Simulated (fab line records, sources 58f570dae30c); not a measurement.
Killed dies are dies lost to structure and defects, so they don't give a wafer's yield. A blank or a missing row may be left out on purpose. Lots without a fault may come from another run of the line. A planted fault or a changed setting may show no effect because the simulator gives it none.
Which tool did it? | flow berkeley_cmos170 | 12 lots, 36 wafers sampled, at 2 steps of a route of 331

WHAT THE GAUGES READ, wafer by wafer
UCB170_PSD_CD_MEAS_06: target cd 1200 nm.
lot  | measured     | on        | cd_nm (nm)
L810 | day 6 17:30  | cd_sem-01 | 1196.9 1198.6 1198.2
L811 | day 6 17:37  | cd_sem-02 | 1201.3 1202.8 1201.9
L809 | day 6 17:44  | cd_sem-01 | 1199.9 1200.0 1201.1
L812 | day 7 01:09  | cd_sem-01 | 1200.0 1199.8 1197.6
L813 | day 7 01:18  | cd_sem-02 | 1200.6 1200.5 1199.6
L816 | day 8 04:44  | cd_sem-01 | 1200.1 1198.8 1199.6
L815 | day 8 05:26  | cd_sem-02 | 1197.3 1197.8 1197.7
L818 | day 8 07:46  | cd_sem-02 | 1200.4 1200.9 1201.6
L824 | day 9 16:32  | cd_sem-02 | 980.1 979.6 980.0
L822 | day 9 16:51  | cd_sem-02 | 980.3 979.9 979.3
L825 | day 10 00:40 | cd_sem-02 | 1197.7 1198.7 1199.4
L827 | day 10 15:35 | cd_sem-02 | 1199.4 1199.9 1198.9

WHICH TOOL RAN EACH LOT (tool, then ch and the chambers of the sampled wafers, then the start)
lot  | UCB170_PSD_PEB_04
L810 | litho_track-02 ch 0, day 6 17:14
L811 | litho_track-04 ch 0, day 6 17:21
L809 | litho_track-01 ch 0, day 6 17:28
L812 | litho_track-02 ch 0, day 7 00:53
L813 | litho_track-01 ch 0, day 7 01:02
L816 | litho_track-02 ch 0, day 8 04:28
L815 | litho_track-02 ch 0, day 8 05:10
L818 | litho_track-04 ch 0, day 8 07:30
L824 | litho_track-04 ch 0, day 9 16:16
L822 | litho_track-04 ch 0, day 9 16:32
L825 | litho_track-01 ch 0, day 10 00:23
L827 | litho_track-01 ch 0, day 10 15:19
- UCB170_PSD_PEB_04

WHAT THE TOOLS THEMSELVES READ (means of the sampled wafers that have a number; where no wafer has one, the mark that the record gives instead)
UCB170_PSD_PEB_04.
lot  | tool           | heater_power_total_W (W) | plate_temp_C (C)
L810 | litho_track-02 | 56.80                    | 130.04
L811 | litho_track-04 | 56.77                    | 129.89
L809 | litho_track-01 | 56.82                    | 130.17
L812 | litho_track-02 | 56.78                    | 129.99
L813 | litho_track-01 | 56.79                    | 129.94
L816 | litho_track-02 | 56.83                    | 130.23
L815 | litho_track-02 | 56.73                    | 130.14
L818 | litho_track-04 | 56.84                    | 130.12
L824 | litho_track-04 | 47.40                    | 113.54
L822 | litho_track-04 | 47.42                    | 113.23
L825 | litho_track-01 | 56.79                    | 129.93
L827 | litho_track-01 | 56.83                    | 129.99

THE ANSWER, worked out from the rows above alone
Rule: what is usual is taken from the lots themselves. Put in order of their means at a reading, lots are off if they are a third of the lots or fewer, leave a main group of 4 or more, and stand apart from it by a gap of 3 or more times the standard deviation of the main group's means; of several such gaps the widest counts. A main group whose means are all the same, to the digits that the tables above print for the reading, isn't used. A lot without any number at a reading at which 4 lots or more have one is off too. The other lots that the step has rows for count as sound. The gauges are gone through in route order, then the tools' own readings, and for those a lot's mean is taken as printed above. The first step at which some lot is off is used, and at that step the reading that is off furthest; a lot without a number counts as furthest.
Off: L824, L822, at UCB170_PSD_CD_MEAS_06 (cd_nm). The main group: mean 1199.6 nm, standard deviation 1.3.
A tool fits if, at a process step before that reading, it ran every lot that is off, and no sound lot after the first of them. The gauges at UCB170_PSD_CD_MEAS_06 aren't tried: what is off there is off at UCB170_PSD_PEB_04 too, on other tools, and a gauge's error can't cause that. One fits: litho_track-04 at UCB170_PSD_PEB_04. Its last sound lot is L818 (day 8 07:30), its first lot that is off L824 (day 9 16:16): a fault that began between those two fits.
The tool's own readings at UCB170_PSD_PEB_04 bear it out: on the lots that are off they differ by more than 5 times the standard deviation of the sound lots' means. heater_power_total_W reads 47.41 W there against 56.80 W on the sound lots; plate_temp_C reads 113.39 C there against 130.04 C on the sound lots.

WHAT THE SIMULATOR HAD PUT IN
Process parameter drift: litho_track-04, from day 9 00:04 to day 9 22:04, at UCB170_PSD_PEB_04. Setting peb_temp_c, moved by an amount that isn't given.
Lots struck among those shown: L824, L822. The rule above found the same.
